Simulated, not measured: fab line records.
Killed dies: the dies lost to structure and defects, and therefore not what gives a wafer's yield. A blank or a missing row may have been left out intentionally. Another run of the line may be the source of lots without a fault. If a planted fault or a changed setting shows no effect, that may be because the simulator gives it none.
2 desks looking at one fault + flow rit-cmos + what lay behind the numbers comes last; until then each desk has only its own

FROM THE METROLOGY DESK
What the gauges read for every lot (on any tool): the sampled wafers with a number, averaged. A lot is out of limits, marked OUT, if its mean lies more than 4 standard deviations from the usual mean; the brackets give that distance.
Columns: A = GATE_OVL at RIT_GATE_OVL_MEAS_17, usual 0.6 nm; B = REOX_OXIDE_THK at RIT_REOX_THK_MEAS_04, usual 25.0 nm; C = M1_AL_RS at RIT_M1_RS_MEAS_01, usual 0.0736 ohm/sq; D = M1_AL_THK at RIT_M1_THK_MEAS_02, usual 401 nm; E = M1_OVL at RIT_M1_OVL_MEAS_10, usual -0.5 nm
| lot  | first seen here | A    | B    | C      | D   | E    |
|------|-----------------|------|------|--------|-----|------|
| L560 | day 3 09:56     | -0.1 | 24.7 | 0.0742 | 399 | -1.0 |
| L562 | day 3 16:41     | -1.4 | 24.7 | 0.0728 | 405 | -1.5 |
| L563 | day 3 18:28     | 3.9  | 25.2 | 0.0733 | 401 | 1.7  |
| L564 | day 4 03:22     | -0.1 | 25.3 | 0.0737 | 400 | -2.0 |
| L565 | day 4 06:14     | -0.1 | 25.0 | 0.0741 | 398 | -0.0 |
| L567 | day 4 08:38     | 1.2  | 24.6 | 0.0736 | 401 | -1.6 |
| L566 | day 4 10:12     | -1.3 | 24.8 | 0.0736 | 401 | 0.6  |
| L570 | day 4 23:59     | 1.7  | 24.7 | 0.0731 | 404 | -0.4 |
| L575 | day 5 22:39     | 0.8  | 25.6 | 0.0745 | 396 | -0.7 |
| L577 | day 6 08:06     | 0.1  | 24.7 | 0.0759 | 390 | -1.5 |
| L578 | day 6 12:37     | -0.9 | 24.5 | 0.0753 | 392 | -0.6 |
| L580 | day 7 02:56     | 0.3  | 25.7 | 0.0733 | 405 | -0.3 |
| L582 | day 7 12:08     | 0.3  | 25.5 | 0.0740 | 396 | -2.2 |
Finding of this desk: none of the 13 lots has anything out of limits.

DESK OF THE TOOL OWNER: pvd-sputter-02
The tool's own readings at RIT_M1_SPUTTER_00 (material Al, target thk 400 nm, time 500 s): means of the sampled wafers that have a number, for each lot that ran on this tool. A lot is out of limits, marked OUT, if its mean lies more than 4 standard deviations from the usual mean; the brackets give that distance.
Columns: A = cathode-dc-power-W at RIT_M1_SPUTTER_00, usual 2000.0 W; B = chamber-pressure-pa at RIT_M1_SPUTTER_00, usual 0.3999 Pa; C = throttle-valve-pct at RIT_M1_SPUTTER_00, usual 30.0 %
| lot  | first seen here | A      | B                | C    |
|------|-----------------|--------|------------------|------|
| L562 | day 4 10:34     | 2000.4 | 0.4004           | 29.9 |
| L567 | day 5 02:19     | 2000.0 | 0.3996           | 29.9 |
| L570 | day 5 18:37     | 1999.9 | 0.4002           | 29.8 |
| L575 | day 6 14:38     | 1999.9 | 0.4364 (+47) OUT | 29.1 |
| L577 | day 7 00:38     | 2000.2 | 0.4355 (+46) OUT | 29.0 |
This desk finds L575, L577 out of limits, L575 being first, at day 6 14:38 (chamber-pressure-pa at RIT_M1_SPUTTER_00). Within limits: L562, L567, L570.

TAKEN TOGETHER
The tool owner's desk could have raised an alarm at day 6 14:38, on L575, L577.
Nothing out of limits was seen by the metrology desk.
The metrology desk holds a record of L575, L577, inside its limits.
All the named lots went through RIT_M1_SPUTTER_00 on pvd-sputter-02.

WHAT THE SIMULATOR HAD INSERTED
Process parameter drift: pvd-sputter-02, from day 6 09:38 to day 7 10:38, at RIT_M1_SPUTTER_00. From 0.4, the setting chamber-pressure-pa moved by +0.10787. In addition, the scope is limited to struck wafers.
Struck lots among those shown: L575, L577.
Delay in hours, fault start to first out-of-limits reading, by desk: the tool owner's desk at 5.
